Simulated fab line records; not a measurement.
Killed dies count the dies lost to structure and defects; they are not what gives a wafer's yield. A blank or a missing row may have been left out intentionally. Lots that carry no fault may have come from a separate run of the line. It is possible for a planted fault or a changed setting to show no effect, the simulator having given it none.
Matching of chambers | flow rit-cmos | RIT_GATE_ETCH_19 on rie-si-02: 4 sister chambers
The step etches poly-Si in SF6/CHF3/O2, stops on SiO2, time 165 s, target depth 312.5 nm. 14 wafers are shown with their chamber, then 7 later ones without.

== WAFERS, EACH WITH ITS CHAMBER ==
wafer  | chamber | drypump-motor-current-A (A) | throttle-valve-pct (%) | CHF3_flow_sccm (sccm)
L117.2 | 3       | 6.0                         | 10.52                  | 29.96
L117.3 | 2       | 6.0                         | 10.28                  | 30.12
L117.6 | 3       | 6.0                         | 10.52                  | 29.91
L119.4 | 0       | 5.0                         | 10.41                  | 30.06
L119.5 | 3       | 6.1                         | 10.51                  | 29.89
L119.6 | 0       | 5.0                         | 10.44                  | 29.93
L123.1 | 2       | 6.0                         | 10.29                  | 30.07
L123.2 | 0       | 5.0                         | 10.42                  | 30.00
L123.3 | 1       | 5.2                         | 10.19                  | 29.95
L125.3 | 1       | 5.2                         | 10.21                  | 29.99
L125.5 | 1       | 5.2                         | 10.21                  | 29.99
L125.6 | 0       | 5.0                         | 10.43                  | 29.90
L129.2 | 3       | 6.0                         | 10.49                  | 30.00
L129.3 | 0       | 5.0                         | 10.41                  | 29.81

SIGNATURES (means of the wafers above)
reading                 | chamber 0 | chamber 1 | chamber 2 | chamber 3 | scatter within a chamber
drypump-motor-current-A | 5.000     | 5.200     | 6.000     | 6.025     | 0.0274
throttle-valve-pct      | 10.4220   | 10.2033   | 10.2850   | 10.5100   | 0.0126
CHF3_flow_sccm          | 29.9400   | 29.9767   | 30.0950   | 29.9400   | 0.0681
Rule: a wafer lies at a distance from a chamber equal to the root of the sum of squares, over the readings, of (its reading less the chamber's mean, divided by the reading's scatter). If the next closest chamber is less than 2 further off than the closest, the wafer can't be placed; otherwise it belongs to the closest. How the scatter is found: for the shown wafers, subtract from each reading the mean of its chamber, square and add these, divide the total by (wafers less chambers), then take the root.

== WAFERS WITH NO CHAMBER GIVEN ==
wafer  | drypump-motor-current-A (A) | throttle-valve-pct (%) | CHF3_flow_sccm (sccm)
L129.5 | 6.0                         | 10.27                  | 30.04
L131.1 | 6.0                         | 10.51                  | 30.03
L131.3 | 5.0                         | 10.43                  | 30.03
L131.5 | 5.9                         | 10.28                  | 29.95
L135.1 | 5.0                         | 10.43                  | 30.09
L135.3 | 5.2                         | 10.19                  | 29.97
L135.6 | 5.2                         | 10.20                  | 29.95

== WHICH CHAMBER EACH ONE RAN IN ==
wafer  | from the rows above | in truth
L129.5 | 2                   | 2
L131.1 | 3                   | 3
L131.3 | 0                   | 0
L131.5 | 2                   | 2
L135.1 | 0                   | 0
L135.3 | 1                   | 1
L135.6 | 1                   | 1
Correctly placed: 7 of 7. Not placeable from these rows: 0. 0 placed wrongly.
